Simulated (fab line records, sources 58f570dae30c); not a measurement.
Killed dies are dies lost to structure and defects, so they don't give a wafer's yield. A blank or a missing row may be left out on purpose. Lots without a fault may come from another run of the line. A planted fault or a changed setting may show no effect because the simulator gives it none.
Which tool did it? | flow berkeley_cmos170 | 15 lots, 45 wafers sampled, at 2 steps of a route of 331

WHAT THE GAUGES READ, wafer by wafer
UCB170_NLDD_TW_MEAS_11. Usual: NLDD_TW 2236, standard deviation 16.
lot  | measured     | on            | NLDD_TW        | flag
L952 | day 7 16:40  | film_metro-03 | 2260 2255 2258 |
L950 | day 7 17:01  | film_metro-01 | 2243 2260 2257 |
L951 | day 7 17:41  | film_metro-01 | 2243 2253 2253 |
L953 | day 7 17:49  | film_metro-01 | 2253 2252 2254 |
L957 | day 8 16:57  | film_metro-04 | 2234 2233 2220 |
L955 | day 8 17:31  | film_metro-03 | 2249 2247 2254 |
L960 | day 9 04:44  | film_metro-03 | 30 30 30       | OFF
L959 | day 9 05:01  | film_metro-04 | 30 30 30       | OFF
L962 | day 9 05:34  | film_metro-01 | 30 30 30       | OFF
L964 | day 10 01:17 | film_metro-01 | 2243 2255 2253 |
L965 | day 10 11:11 | film_metro-04 | 2220 2214 2209 |
L967 | day 10 18:38 | film_metro-04 | 2205 2220 2213 |
L969 | day 11 10:28 | film_metro-01 | 2241 2232 2241 |
L968 | day 11 10:51 | film_metro-01 | 2232 2235 2226 |
L971 | day 11 19:56 | film_metro-01 | 2235 2230 2232 |

WHICH TOOL RAN EACH LOT (tool, then ch and the chambers of the sampled wafers, then the start)
lot  | UCB170_NLDD_DEVELOP_05
L952 | litho_track-02 ch 0, day 7 15:00
L950 | litho_track-01 ch 0, day 7 16:00
L951 | litho_track-02 ch 0, day 7 17:00
L953 | litho_track-04 ch 0, day 7 17:00
L957 | litho_track-04 ch 0, day 8 16:00
L955 | litho_track-04 ch 0, day 8 16:00
L960 | litho_track-02 ch 0, day 9 04:00
L959 | litho_track-02 ch 0, day 9 04:00
L962 | litho_track-02 ch 0, day 9 04:00
L964 | litho_track-04 ch 0, day 10 00:00
L965 | litho_track-01 ch 0, day 10 10:00
L967 | litho_track-04 ch 0, day 10 17:00
L969 | litho_track-04 ch 0, day 11 09:00
L968 | litho_track-04 ch 0, day 11 10:00
L971 | litho_track-04 ch 0, day 11 19:00
- UCB170_NLDD_DEVELOP_05: develop time 45 s.

WHAT THE TOOLS THEMSELVES READ (means of the sampled wafers that have a number; where no wafer has one, the mark that the record gives instead)
The record holds no such reading with a usual standard deviation.

THE ANSWER, worked out from the rows above alone
Rule: a lot is off if the mean of its wafers that have a number lies more than 3 standard deviations from the usual mean. A lot without any number at a reading at which 4 lots or more have one is off too. The other lots that the step has rows for count as sound. The gauges are gone through in route order, then the tools' own readings, and for those a lot's mean is taken as printed above. The first step at which some lot is off is used, and at that step the reading that is off furthest; a lot without a number counts as furthest.
Off: L960, L959, L962, at UCB170_NLDD_TW_MEAS_11 (NLDD_TW).
A tool fits if, at a process step before that reading, it ran every lot that is off, and no sound lot after the first of them. The gauges at UCB170_NLDD_TW_MEAS_11 are tried like those tools. One fits: litho_track-02 at UCB170_NLDD_DEVELOP_05. Its last sound lot is L951 (day 7 17:00), its first lot that is off L960 (day 9 04:00): a fault that began between those two fits.

WHAT THE SIMULATOR HAD PUT IN
Process parameter drift: litho_track-02, from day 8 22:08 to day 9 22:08, at UCB170_NLDD_DEVELOP_05. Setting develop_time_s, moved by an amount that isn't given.
Lots struck among those shown: L960, L959, L962. The rule above found the same.
